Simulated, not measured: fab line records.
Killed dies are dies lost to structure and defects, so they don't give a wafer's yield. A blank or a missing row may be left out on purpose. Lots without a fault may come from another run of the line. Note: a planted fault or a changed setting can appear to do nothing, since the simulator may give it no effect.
One fault through the eyes of 2 desks :: flow rit_cmos :: only its own numbers are on each desk; what lay behind them is given at the end

## DESK OF THE TOOL OWNER: furnace-01
The tool's own readings at RIT_WELLDRIVE_ANNEAL_00 (time 14700 s): means of the sampled wafers that have a number, for each lot that ran on this tool. A lot is out of limits, marked OUT, if its mean lies more than 4 standard deviations from the usual mean; the brackets give that distance.
Columns: A = run_length_s at RIT_WELLDRIVE_ANNEAL_00, usual 18265 s; B = zone_power_load_pct at RIT_WELLDRIVE_ANNEAL_00, usual 40.8 %
lot: L240
first seen here: day 2 04:04
A: 18270
B: 39.8

lot: L242
first seen here: day 2 13:26
A: 18260
B: 39.8

lot: L243
first seen here: day 2 19:34
A: 18263
B: 39.7

lot: L246
first seen here: day 3 09:58
A: 18269
B: 40.1

lot: L247
first seen here: day 3 15:03
A: 18271
B: 40.2

lot: L248
first seen here: day 3 20:08
A: 15321 (-99 or more) OUT
B: 40.3

lot: L249
first seen here: day 4 01:13
A: 15323 (-99 or more) OUT
B: 39.8

lot: L250
first seen here: day 4 06:18
A: 15319 (-99 or more) OUT
B: 39.9
This desk finds L248, L249, L250 out of limits, L248 being first, at day 3 20:08 (run_length_s at RIT_WELLDRIVE_ANNEAL_00). L240, L242, L243, L246, L247: within limits.

## METROLOGY DESK
Lot by lot, what the gauges showed, no matter which tool ran the lot: averages of those sampled wafers that carry a number. A lot is out of limits, marked OUT, if its mean lies more than 4 standard deviations from the usual mean; the brackets give that distance.
Columns: A = NWELL_RS at RIT_WELLDRIVE_RS_MEAS_01, usual 279.7 ohm/sq; B = PWELL_RS at RIT_WELLDRIVE_RS_MEAS_02, usual 429.6 ohm/sq
lot: L239
first seen here: day 2 04:48
A: 279.5
B: 429.6

lot: L240
first seen here: day 2 09:12
A: 280.3
B: 430.3

lot: L241
first seen here: day 2 15:29
A: 280.6
B: 427.1

lot: L242
first seen here: day 2 18:32
A: 279.9
B: 429.8

lot: L243
first seen here: day 3 00:40
A: 279.6
B: 429.4

lot: L244
first seen here: day 3 04:58
A: 279.0
B: 429.6

lot: L246
first seen here: day 3 15:04
A: 279.8
B: 427.4

lot: L247
first seen here: day 3 20:08
A: 280.6
B: 429.8

lot: L248
first seen here: day 4 01:13
A: 289.9 (+14) OUT
B: 439.7 (+7.2) OUT

lot: L249
first seen here: day 4 06:18
A: 290.5 (+14) OUT
B: 438.6 (+6.4) OUT

lot: L250
first seen here: day 4 11:24
A: 290.2 (+14) OUT
B: 442.8 (+9.4) OUT

lot: L259
first seen here: day 6 07:51
A: 280.0
B: 430.0

lot: L260
first seen here: day 6 12:55
A: 279.6
B: 431.3

lot: L261
first seen here: day 6 18:23
A: 280.4
B: 429.5

lot: L262
first seen here: day 6 23:58
A: 280.6
B: 431.7
This desk's finding: out of limits on L248, L249, L250; first on L248, day 4 01:13 (NWELL_RS at RIT_WELLDRIVE_RS_MEAS_01). L239, L240, L241, L242, L243, L244, L246, L247, L259, L260, L261, L262: within limits.

## PUT TOGETHER
On L248, L249, L250, at day 3 20:08, an alarm was possible from the tool owner's desk.
Metrology desk: alarm possible at day 4 01:13 on L248, L249, L250.
All the named lots went through RIT_WELLDRIVE_ANNEAL_00 on furnace-01.

## WHAT THE SIMULATOR PUT IN
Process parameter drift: furnace-01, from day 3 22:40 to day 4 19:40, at RIT_WELLDRIVE_ANNEAL_00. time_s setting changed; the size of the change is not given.
Lots struck among those shown: L248, L249, L250.
